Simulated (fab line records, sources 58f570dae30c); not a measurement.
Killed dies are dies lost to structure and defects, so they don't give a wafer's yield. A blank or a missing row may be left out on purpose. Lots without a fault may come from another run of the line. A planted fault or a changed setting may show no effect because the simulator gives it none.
One fault seen from 2 desks | flow berkeley_cmos170 | each desk has only its own numbers; what lay behind them comes last

THE METROLOGY DESK
What the gauges read, lot by lot, whatever tool the lot ran on: means of the sampled wafers that have a number. A lot is out of limits, marked OUT, if its mean lies more than 4 standard deviations from the usual mean; the brackets give that distance.
Columns: A = CONTACT_PSG_THK at UCB170_CONTACT_THK_MEAS_02, usual 702 nm
lot  | first seen here | A
L377 | day 7 08:15     | 706
L378 | day 7 16:00     | 707
L381 | day 7 16:01     | 702
L379 | day 7 16:04     | 705
L380 | day 7 16:04     | 705
L382 | day 8 03:08     | 707
L384 | day 8 16:12     | 705
L388 | day 9 20:20     | 696
L389 | day 9 23:29     | 699
L393 | day 10 09:20    | 692
L395 | day 10 14:47    | 693
L396 | day 11 07:50    | 697
L399 | day 11 14:38    | 703
L397 | day 11 14:39    | 701
This desk's finding: nothing out of limits on any of the 14 lots.

THE TOOL OWNER'S DESK: rie_diel-02
The tool's own readings at UCB170_CONTACT_ETCH_17 (etches BARC in N2/H2): means of the sampled wafers that have a number, for each lot that ran on this tool. A lot is out of limits, marked OUT, if its mean lies more than 4 standard deviations from the usual mean; the brackets give that distance.
Columns: A = drypump_motor_current_A at UCB170_CONTACT_ETCH_17, usual 5.8 A; B = n2_flow_sccm at UCB170_CONTACT_ETCH_17, usual 100.0 sccm; C = oes_product_au at UCB170_CONTACT_ETCH_17, usual 1.007 a.u.; D = rf_fwd_power_W at UCB170_CONTACT_ETCH_17, usual 494.5 W; E = throttle_valve_pct at UCB170_CONTACT_ETCH_17, usual 13.31 %
lot  | first seen here | A   | B     | C                | D               | E
L378 | day 7 18:11     | 6.0 | 100.1 | 1.013            | 493.7           | 13.26
L379 | day 7 18:35     | 5.8 | 99.9  | 1.012            | 493.2           | 13.47
L382 | day 8 05:05     | 6.0 | 99.9  | 1.020            | 493.0           | 13.46
L388 | day 9 22:37     | 5.7 | 99.5  | 1.089 (+4.8) OUT | 574.5 (+33) OUT | 13.36
L389 | day 10 02:01    | 5.6 | 99.8  | 1.111 (+6.1) OUT | 576.4 (+34) OUT | 13.44
This desk's finding: out of limits on L388, L389; first on L388, day 9 22:37 (oes_product_au at UCB170_CONTACT_ETCH_17). In limits: L378, L379, L382.

PUT TOGETHER
The tool owner's desk could have raised an alarm at day 9 22:37, on L388, L389.
The metrology desk saw nothing out of limits.
The metrology desk has L388, L389 on record, within its limits.
Of the lots named, all ran UCB170_CONTACT_ETCH_17 on rie_diel-02.

WHAT THE SIMULATOR HAD PUT IN
Process parameter drift: rie_diel-02, from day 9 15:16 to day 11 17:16, at UCB170_CONTACT_ETCH_17. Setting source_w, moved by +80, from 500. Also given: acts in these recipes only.
Lots struck among those shown: L388, L389.
Hours from the fault's start to each desk's first reading out of limits: the tool owner's desk, 7.
